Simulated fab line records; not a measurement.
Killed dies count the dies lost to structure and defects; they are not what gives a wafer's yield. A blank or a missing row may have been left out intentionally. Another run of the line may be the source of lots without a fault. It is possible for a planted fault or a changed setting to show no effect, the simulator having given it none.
8D (eight disciplines) problem report, filled in by code + flow berkeley-cmos170 + the parts of the form that need people (team, actions taken, sign-off) are left out

## 1. WHAT WENT WRONG
Mean of strip-time-to-endpoint-s at UCB170_NWELL_STRIP_15: 17.40 s across 6 wafers in 2 lots; on wafers with no fault it is 18.04 s (standard deviation 0.1). That is -6.4 standard deviations from the usual mean.
The step: strips in O2.
Earliest sighting: wafer L212.2 on plasma-asher-03 at day 3 19:57. Wafers with a number at this step in the record: 42, from 14 lots. The rule behind "out" and "out of limits": a value lying over 4 standard deviations away from the usual mean. The rest of the wafers with a number are treated as sound.

## 2. WHAT IT IS AND WHAT IT IS NOT
| question                    | is                               | is not                                                                                                         |
|-----------------------------|----------------------------------|----------------------------------------------------------------------------------------------------------------|
| which readings at this step | strip-time-to-endpoint-s         | drypump-motor-current-A, oes-product-au                                                                        |
| which lots                  | L212, L216                       | L205, L206, L207, L208, L218, L219, L221, L222, L224, L225, L227, L228                                         |
| which wafers of those lots  | all that have a number           | -                                                                                                              |
| read on which tools         | plasma-asher-01, plasma-asher-03 | plasma-asher-02                                                                                                |
| when                        | from day 3 19:57                 | up to then (12 sound wafers); but 24 sound wafers of L218, L219, L221, L222, L224, L225, L227, L228 came after |

## 3. SUSPECTS, AND WHAT RULES EACH OUT
Counting: a tool at a process step up to the reading stays a suspect if it ran every lot that is out and no sound lot after the first of them.
- litho-track-03 at UCB170_NWELL_COAT_07 (resist thk 900 nm): ruled out as a lasting fault. Following L212 (day 3 18:31), the first lot on it that is out, the sound lots L227 were run on it.
Left after counting: nothing in the record.

## 4. THE CAUSE (what the simulator had put in)
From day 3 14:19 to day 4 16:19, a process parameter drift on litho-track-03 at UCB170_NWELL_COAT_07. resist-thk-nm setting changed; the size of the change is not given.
It was ruled out by counting, in error; the rule expects a fault to strike all lots run on its tool from its start on, and this fault did not.

## 5. THE EFFECT CHAIN, in route order
One row per reading whose mean, taken over the struck wafers that have a number, lies over 3 standard deviations from the usual. Only readings whose record carries a usual standard deviation are examined. hours: median over the lots of the time between each lot's start at the first step of this table that gives one and its start at this step. sigmas: the change, counted in usual standard deviations.
| hours | step                  | reading                  | usual   | on struck wafers | change | sigmas |
|-------|-----------------------|--------------------------|---------|------------------|--------|--------|
| 0     | UCB170_NWELL_STRIP_15 | strip-time-to-endpoint-s | 18.04 s | 17.40            | -0.64  | -6.4   |
Process steps it contains:
- UCB170_NWELL_STRIP_15: strips in O2.

## 6. WHAT WOULD HAVE CAUGHT IT SOONER
In this record the first reading out of limits was taken at day 3 19:57, 6 hours after the fault began at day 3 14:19.
Of the tool readings at UCB170_NWELL_COAT_07 for which the record gives a usual standard deviation, none was out on any struck wafer, so an alarm limit of 4 standard deviations on them would not have fired.
